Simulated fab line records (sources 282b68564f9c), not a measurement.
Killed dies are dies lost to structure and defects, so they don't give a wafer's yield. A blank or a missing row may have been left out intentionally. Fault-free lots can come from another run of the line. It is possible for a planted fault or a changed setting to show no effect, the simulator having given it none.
fab line records | flow ritCmos
record lots=13 | wafers=39 | lastDay=7
route steps=202 shown SDANNEAL@156 M1@202
lots untouched by any fault: they come from a run of this same line in which no faults occurred
startH: the number of hours between the record's first day and the start of the first shown wafer of the lot | waitH: hours from the lot's prior step to this one | " repeats the value in the row above | L1.1+2: one row covering several wafers at once | - value missing, or start not given | * or withheld: withheld | < > ~ a bound
route shown NAME@n: a module of which the file shows steps, and the number in the route of the first | usual: mean/standard deviation taken from wafers without a fault | same: alike in all rows | chamber/n: place in a boat | sites: per-site readings | _std_site: the standard deviation of these | _edge_site: the outer-site mean with the inner-site mean subtracted | radiusMm: how far each site lies from the wafer's centre | mask NAME#n: copy n | behind: the tool/chamber that last shaped the wafer | hold: the reason the lot was held/the length of the hold in hours/how it ended | device: whichever transistor did not switch (one of n, p or np) | end of line: the tests these same wafers got at the end of their route | where a step has no rows: the recipe by itself | killed: not the wafer's yield, but the dies lost to structure and defects at the first sort | map: a wafer's dies, x killed, . not, _ none there
set.NAME: the setting that was run; set.NAME@STEP: the one run at that earlier step | model.NAME: the simulator's own value behind a step, which no gauge read
a sample of lots followed through the steps of the route, with each step as a table and each wafer as a row
## steps
# step RIT_SDANNEAL_RTA_03
# recipe tempC=1050 | timeS=5 | idleTempC=600 | rampUpCPerS=342 | rampDownCPerS=171 | coolToC=600 | ambient=N2
# usual rampDownCPerS=171.00/0.029 | wafer_temp_C_max=1053.6/1.2
lot.wafer | tool         | chamber | startH | waitH | rampDownCPerS | wafer_temp_C_max
L952.1    | rtpAnneal-01 | 0       | 55.34  | 0.0   | 171.00        | 1052.3
L952.2    | "            | 0       | "      | "     | 171.01        | 1053.2
L952.5    | "            | 0       | "      | "     | 170.99        | 1050.6
L953.2    | rtpAnneal-02 | 0       | 55.70  | 0.0   | 171.04        | 1051.9
L953.3    | "            | 0       | "      | "     | 170.94        | 1053.7
L953.5    | "            | 0       | "      | "     | 170.97        | 1055.2
L954.1    | rtpAnneal-01 | 0       | 59.63  | 0.0   | 170.99        | 1053.5
L954.3    | "            | 0       | "      | "     | 171.01        | 1054.8
L954.5    | "            | 0       | "      | "     | 170.98        | 1050.7
L955.2    | rtpAnneal-02 | 0       | 63.91  | 0.0   | 170.98        | 1052.9
L955.3    | "            | 0       | "      | "     | 170.97        | 1054.8
L955.5    | "            | 0       | "      | "     | 171.03        | 1052.6
L956.1    | rtpAnneal-01 | 0       | 70.43  | 0.0   | 171.05        | 1052.0
L956.3    | "            | 0       | "      | "     | 170.97        | 1054.8
L956.4    | "            | 0       | "      | "     | 170.97        | 1054.1
L957.1    | rtpAnneal-02 | 0       | 74.93  | 0.0   | 170.99        | 1052.5
L957.4    | "            | 0       | "      | "     | 170.98        | 1051.7
L957.6    | "            | 0       | "      | "     | 171.05        | 1054.4
L958.2    | rtpAnneal-01 | 0       | 79.66  | 0.0   | 170.99        | 1055.6
L958.4    | "            | 0       | "      | "     | 171.02        | 1051.9
L958.6    | "            | 0       | "      | "     | 171.04        | 1053.4
L959.1    | rtpAnneal-02 | 0       | 83.58  | 0.0   | 170.97        | 1055.9
L959.4    | "            | 0       | "      | "     | 171.03        | 1053.4
L959.6    | "            | 0       | "      | "     | 171.00        | 1053.4
L966.2    | rtpAnneal-01 | 0       | 119.91 | 0.0   | 34.200        | 1053.5
L966.3    | "            | 0       | "      | "     | 34.188        | 1053.4
L966.5    | "            | 0       | "      | "     | 34.179        | 1054.2
L968.2    | rtpAnneal-01 | 0       | 129.26 | 0.0   | 34.161        | 1053.1
L968.4    | "            | 0       | "      | "     | 34.223        | 1053.4
L968.6    | "            | 0       | "      | "     | 34.185        | 1054.4
L971.1    | rtpAnneal-02 | 0       | 144.75 | 0.0   | 171.00        | 1054.0
L971.2    | "            | 0       | "      | "     | 170.99        | 1054.2
L971.5    | "            | 0       | "      | "     | 171.03        | 1053.6
L973.2    | rtpAnneal-02 | 0       | 153.71 | 0.0   | 170.99        | 1054.8
L973.3    | "            | 0       | "      | "     | 171.00        | 1054.0
L973.4    | "            | 0       | "      | "     | 171.01        | 1052.3
L975.1    | rtpAnneal-02 | 0       | 164.60 | 0.0   | 171.02        | 1052.0
L975.2    | "            | 0       | "      | "     | 171.00        | 1053.1
L975.4    | "            | 0       | "      | "     | 171.00        | 1053.0
# step RIT_M1_PROBE_99
# usual killedAtContacts=0.1/0.31 | killedAtFrontEnd=7/3.1 | killedDies=7/3.1 | killedOnRim=1.8/1.4 | killedOpen=3.3/1.9 | killedShort=3.3/2
# same grossDies=264 | killed_at_M0_to_M3=0 | killed_at_M4_up=0 | killedAtBackSide=0 | killedAtOther=0
lot.wafer | tool      | chamber | startH | waitH | killedAtContacts | killedAtFrontEnd | killedDies | killedOnRim | killedOpen | killedShort
L952.1    | prober-01 | -       | 63.05  | 0.1   | 1                | 10               | 11         | 1           | 2          | 8
L952.2    | prober-01 | -       | 63.10  | 0.1   | 1                | 5                | 6          | 1           | 2          | 3
L952.5    | prober-01 | -       | 63.25  | 0.2   | 0                | 6                | 6          | 2           | 3          | 3
L953.2    | prober-01 | -       | 63.72  | 0.1   | 0                | 5                | 5          | 0           | 2          | 3
L953.3    | prober-01 | -       | 63.77  | 0.2   | 0                | 5                | 5          | 0           | 1          | 4
L953.5    | prober-01 | -       | 63.87  | 0.2   | 0                | 9                | 9          | 2           | 5          | 4
L954.1    | prober-01 | -       | 66.98  | 0.1   | 0                | 5                | 5          | 2           | 3          | 2
L954.3    | prober-01 | -       | 67.08  | 0.2   | 0                | 6                | 6          | 2           | 3          | 3
L954.5    | prober-01 | -       | 67.18  | 0.2   | 0                | 10               | 10         | 3           | 6          | 4
L955.2    | prober-01 | -       | 71.31  | 0.1   | 0                | 7                | 7          | 2           | 4          | 3
L955.3    | prober-01 | -       | 71.36  | 0.2   | 0                | 9                | 9          | 4           | 3          | 6
L955.5    | prober-01 | -       | 71.46  | 0.2   | 0                | 11               | 11         | 1           | 3          | 8
L956.1    | prober-01 | -       | 77.98  | 0.1   | 0                | 2                | 2          | 1           | 1          | 1
L956.3    | prober-01 | -       | 78.08  | 0.2   | 0                | 4                | 4          | 2           | 2          | 2
L956.4    | prober-01 | -       | 78.13  | 0.2   | 0                | 4                | 4          | 2           | 2          | 2
L957.1    | prober-01 | -       | 82.77  | 0.1   | 0                | 5                | 5          | 1           | 4          | 1
L957.4    | prober-01 | -       | 82.92  | 0.2   | 0                | 10               | 10         | 3           | 3          | 7
L957.6    | prober-01 | -       | 83.02  | 0.2   | 0                | 9                | 9          | 1           | 7          | 2
L958.2    | prober-01 | -       | 88.07  | 0.1   | 0                | 9                | 9          | 1           | 4          | 5
L958.4    | prober-01 | -       | 88.17  | 0.2   | 0                | 5                | 5          | 1           | 2          | 3
L958.6    | prober-01 | -       | 88.27  | 0.2   | 0                | 7                | 7          | 4           | 3          | 4
L959.1    | prober-01 | -       | 91.17  | 0.1   | 0                | 3                | 3          | 0           | 3          | 0
L959.4    | prober-01 | -       | 91.32  | 0.2   | 0                | 3                | 3          | 1           | 0          | 3
L959.6    | prober-01 | -       | 91.42  | 0.2   | 0                | 7                | 7          | 2           | 4          | 3
L966.2    | prober-01 | -       | 127.65 | 0.1   | 0                | 8                | 8          | 2           | 3          | 5
L966.3    | prober-01 | -       | 127.70 | 0.2   | 0                | 8                | 8          | 0           | 4          | 4
L966.5    | prober-01 | -       | 127.80 | 0.2   | 0                | 7                | 7          | 2           | 1          | 6
L968.2    | prober-01 | -       | 137.53 | 0.1   | 0                | 4                | 4          | 0           | 4          | 0
L968.4    | prober-01 | -       | 137.63 | 0.2   | 0                | 8                | 8          | 2           | 3          | 5
L968.6    | prober-01 | -       | 137.73 | 0.2   | 0                | 7                | 7          | 3           | 2          | 5
L971.1    | prober-01 | -       | 153.44 | 0.1   | 0                | 8                | 8          | 2           | 4          | 4
L971.2    | prober-01 | -       | 153.49 | 0.1   | 0                | 6                | 6          | 4           | 5          | 1
L971.5    | prober-01 | -       | 153.64 | 0.2   | 0                | 8                | 8          | 2           | 4          | 4
L973.2    | prober-01 | -       | 161.50 | 0.1   | 0                | 4                | 4          | 0           | 1          | 3
L973.3    | prober-01 | -       | 161.55 | 0.2   | 0                | 6                | 6          | 3           | 5          | 1
L973.4    | prober-01 | -       | 161.60 | 0.2   | 0                | 1                | 1          | 0           | 1          | 0
L975.1    | prober-01 | -       | 172.07 | 0.1   | 0                | 7                | 7          | 1           | 1          | 6
L975.2    | prober-01 | -       | 172.12 | 0.1   | 0                | 8                | 8          | 2           | 4          | 4
L975.4    | prober-01 | -       | 172.22 | 0.2   | 0                | 5                | 5          | 2           | 2          | 3
# killed by level:class
L952.1 GATE:geometricParticle:short=6 FOX2:geometricParticle:short=1 GATE:geometricParticle:open=1 SPACER:geometricParticle:short=1 SILICIDE:geometricParticle:open=1 CONTACT:coatMicrobubblePrinted=1
L952.2 FOX1:geometricParticle:open=1 FOX2:geometricParticle:short=1 GATE:geometricParticle:short=1 SPACER:geometricParticle:open=1 SILICIDE:geometricParticle:short=1 CONTACT:coatMicrobubblePrinted=1
L952.5 GATE:geometricParticle:short=2 FOX1:geometricParticle:short=1 FOX1:geometricParticle:open=1 SPACER:geometricParticle:open=1 SILICIDE:geometricParticle:open=1
L953.2 REOX:geometricParticle:open=2 FOX1:geometricParticle:short=1 GATE:geometricParticle:short=1 REOX:geometricParticle:short=1
L953.3 FOX1:geometricParticle:short=1 FOX1:geometricParticle:open=1 FOX2:geometricParticle:short=1 GATE:geometricParticle:short=1 SPACER:geometricParticle:short=1
L953.5 FOX1:geometricParticle:short=2 REOX:geometricParticle:open=2 SPACER:geometricParticle:open=2 FOX1:geometricParticle:open=1 GATE:geometricParticle:short=1 SPACER:geometricParticle:short=1
L954.1 FOX2:geometricParticle:short=2 GATE:geometricParticle:open=1 REOX:geometricParticle:open=1 SPACER:geometricParticle:open=1
L954.3 SILICIDE:geometricParticle:short=2 FOX1:geometricParticle:open=1 FOX2:geometricParticle:open=1 FOX2:geometricParticle:short=1 SILICIDE:geometricParticle:open=1
L954.5 GATE:geometricParticle:open=4 GATE:geometricParticle:short=3 FOX2:geometricParticle:open=1 SPACER:geometricParticle:short=1 SPACER:geometricParticle:open=1
L955.2 SPACER:geometricParticle:open=2 FOX1:geometricParticle:open=1 GATE:geometricParticle:short=1 REOX:geometricParticle:open=1 REOX:geometricParticle:short=1 SILICIDE:geometricParticle:short=1
L955.3 FOX1:geometricParticle:short=3 FOX2:geometricParticle:short=1 FOX2:geometricParticle:open=1 GATE:geometricParticle:open=1 GATE:geometricParticle:short=1 SILICIDE:geometricParticle:short=1 SILICIDE:geometricParticle:open=1
L955.5 GATE:geometricParticle:short=5 GATE:geometricParticle:open=2 SILICIDE:geometricParticle:short=2 REOX:geometricParticle:open=1 SPACER:geometricParticle:short=1
L956.1 REOX:geometricParticle:short=1 SILICIDE:geometricParticle:open=1
L956.3 FOX1:geometricParticle:short=1 GATE:geometricParticle:short=1 REOX:geometricParticle:open=1 SPACER:geometricParticle:open=1
L956.4 GATE:geometricParticle:open=2 GATE:geometricParticle:short=1 SPACER:geometricParticle:short=1
L957.1 SILICIDE:geometricParticle:open=2 FOX1:geometricParticle:open=1 FOX2:geometricParticle:open=1 GATE:geometricParticle:short=1
L957.4 FOX1:geometricParticle:short=3 SILICIDE:geometricParticle:open=3 GATE:geometricParticle:short=2 SPACER:geometricParticle:short=1 SILICIDE:geometricParticle:short=1
L957.6 GATE:geometricParticle:open=5 GATE:geometricParticle:short=2 REOX:geometricParticle:open=1 SILICIDE:geometricParticle:open=1
L958.2 GATE:geometricParticle:short=4 FOX1:geometricParticle:open=2 FOX1:geometricParticle:short=1 GATE:geometricParticle:open=1 SILICIDE:geometricParticle:open=1
L958.4 FOX1:geometricParticle:open=2 GATE:geometricParticle:short=2 REOX:geometricParticle:short=1
L958.6 FOX1:geometricParticle:short=2 GATE:geometricParticle:open=2 FOX1:geometricParticle:open=1 GATE:geometricParticle:short=1 SPACER:geometricParticle:short=1
L959.1 GATE:geometricParticle:open=3
L959.4 REOX:geometricParticle:short=2 FOX2:geometricParticle:short=1
L959.6 SPACER:geometricParticle:open=3 SPACER:geometricParticle:short=3 GATE:geometricParticle:open=1
L966.2 SPACER:geometricParticle:open=2 FOX1:geometricParticle:short=1 GATE:geometricParticle:short=1 REOX:geometricParticle:short=1 REOX:geometricParticle:open=1 SPACER:geometricParticle:short=1 SILICIDE:geometricParticle:short=1
L966.3 GATE:geometricParticle:open=2 SPACER:geometricParticle:short=2 SILICIDE:geometricParticle:open=2 GATE:geometricParticle:short=1 SILICIDE:geometricParticle:short=1
L966.5 GATE:geometricParticle:short=3 FOX1:geometricParticle:short=1 FOX2:geometricParticle:open=1 REOX:geometricParticle:short=1 SPACER:geometricParticle:short=1
L968.2 GATE:geometricParticle:open=2 FOX2:geometricParticle:open=1 SPACER:geometricParticle:open=1
L968.4 GATE:geometricParticle:short=4 GATE:geometricParticle:open=2 FOX1:geometricParticle:open=1 SILICIDE:geometricParticle:short=1
L968.6 FOX1:geometricParticle:short=2 GATE:geometricParticle:short=2 GATE:geometricParticle:open=1 REOX:geometricParticle:short=1 SILICIDE:geometricParticle:open=1
L971.1 FOX1:geometricParticle:open=2 GATE:geometricParticle:short=2 REOX:geometricParticle:open=2 ACTIVE:geometricParticle:short=1 SILICIDE:geometricParticle:short=1
L971.2 FOX2:geometricParticle:open=2 FOX1:geometricParticle:open=1 FOX1:geometricParticle:short=1 GATE:geometricParticle:open=1 SILICIDE:geometricParticle:open=1
L971.5 GATE:geometricParticle:short=3 FOX1:geometricParticle:open=2 GATE:geometricParticle:open=1 REOX:geometricParticle:short=1 REOX:geometricParticle:open=1
L973.2 FOX2:geometricParticle:short=1 GATE:geometricParticle:short=1 GATE:geometricParticle:open=1 SPACER:geometricParticle:short=1
L973.3 GATE:geometricParticle:open=3 SPACER:geometricParticle:open=2 GATE:geometricParticle:short=1
L973.4 FOX2:geometricParticle:open=1
L975.1 GATE:geometricParticle:short=2 SILICIDE:geometricParticle:short=2 FOX1:geometricParticle:short=1 FOX1:geometricParticle:open=1 SPACER:geometricParticle:short=1
L975.2 GATE:geometricParticle:short=4 SPACER:geometricParticle:open=2 FOX2:geometricParticle:open=1 SILICIDE:geometricParticle:open=1
L975.4 GATE:geometricParticle:short=1 GATE:geometricParticle:open=1 SPACER:geometricParticle:open=1 SPACER:geometricParticle:short=1 SILICIDE:geometricParticle:short=1
## key
firstSign step=RIT_SDANNEAL_RTA_03 | reading=rampDownCPerS | direction=down | sigmas=99+ | usual=171.00 | struck=34.189
effect none on later readings
metAt RIT_SDANNEAL_RTA_03
struckLots L966,L968
testerLeftOut L966,L968
onsetBetween 79.66 119.91
fault kind=processParameterDrift | tool=rtpAnneal-01 | chamber=- | onsetH=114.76 | steps=RIT_SDANNEAL_RTA_03 | channel=rampDownCPerS | offset=-136.8 | shape=step | endH=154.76 | stated=171
# testerLeftOut: of these lots the tester's yield and bins aren't shown, on N5 and GAA mostly nor the transistor test; their killed dies are dies lost to structure and defects alone, not to doping, threshold or leakage, so they don't give the yield
